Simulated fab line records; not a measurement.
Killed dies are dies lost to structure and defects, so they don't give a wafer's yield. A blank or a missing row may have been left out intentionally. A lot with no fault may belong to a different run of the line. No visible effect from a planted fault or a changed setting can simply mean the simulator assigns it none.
A struck lot beside a sound one :: flow berkeley cmos170 :: 13 steps out of a route of 331
Sound: these wafers, L783.1, L783.2, L783.4. The struck wafers were L789.2, L789.4, L789.5. The cause is given at the end.
At each step with rows: each side's tool, then ch and its chambers, then its first start. Under that, the readings that differ: sound wafers :: struck wafers :: difference of the means :: sigmas: that difference in standard deviations of wafers without a fault.
alike: readings with means less than 2 such deviations apart, plus words and numbers identical on both sides. not compared: withheld readings, readings lacking a value on some wafer, bounds such as >300 that could conceal the same value, and numbers that have no deviation in the record and whose values overlap.
Wherever a step has rows on one side only, a row that says differs or no value, or a row with sigmas, the two part there. Numbers that don't overlap but have no deviation are shown without sigmas and don't part them. A reading that every wafer of one side lacks parts them only if that side has two wafers or more.

UCB170_NSD_CD_MEAS_06: the cd target is 1200 nm.
  sound on cd sem-02, day 7 06:53; struck on cd sem-02, day 8 20:46
  alike: cd nm
UCB170_NSD_OVL_MEAS_07:
  sound on overlay-02, day 7 07:01; struck on overlay-02, day 8 20:53
  alike: NSD_OVL
following that, these wafers have no rows for 1 step: UCB170_NSD_IMPLANT_08.
UCB170_NSD_STRIP_09: strips in O2.
  sound on plasma asher-03 ch 0,1, day 7 07:11; struck on plasma asher-03 ch 1, day 8 21:04
  alike: drypump motor current A, oes product au, strip time to endpoint s
  not compared: rf hours counter h
UCB170_NSD_TW_MEAS_10:
  sound on film metro-03, day 7 07:17; struck on film metro-02, day 8 21:10
  alike: NSD_TW
then, 4 steps without rows for these wafers: UCB170_NSD_CLEAN_11 (cleans in SPM, time 600 s); UCB170_BACKSIDE_HMDS_00 (prime time 60 s); UCB170_BACKSIDE_COAT_01 (resist thk 900 nm); UCB170_BACKSIDE_SOFTBAKE_02 (time 60 s).
UCB170_BACKSIDE_STRIP_03: strips in O2.
  sound on plasma asher-04 ch 0,1, day 7 07:59; struck on plasma asher-04 ch 0,1, day 8 22:02
  alike: drypump motor current A, oes product au, strip time to endpoint s
  not compared: rf hours counter h
then, 1 step without rows for these wafers: UCB170_BACKSIDE_CLEAN_04 (cleans in SPM, time 600 s).
UCB170_SDANNEAL_RTA_00: time 10 s.
  sound on rtp anneal-02 ch 0, day 7 08:16; struck on rtp anneal-02 ch 0, day 8 22:21
  alike: anneal temp c max, chamber o2 ppm, lamp power pct, wafer_temp_C_max
UCB170_SDANNEAL_RTA_01: time 5 s.
  sound on rtp anneal-02 ch 0, day 7 08:20; struck on rtp anneal-02, day 8 22:25
  no value came back on the struck wafers for anneal temp c max, chamber o2 ppm, lamp power pct (%), wafer_temp_C_max; on the sound wafers anneal temp c max reads 1056.2 1055.0 1054.7

WHERE THEY PART
UCB170_SDANNEAL_RTA_01 only, going by this record.

WHY: what had been put in by the simulator
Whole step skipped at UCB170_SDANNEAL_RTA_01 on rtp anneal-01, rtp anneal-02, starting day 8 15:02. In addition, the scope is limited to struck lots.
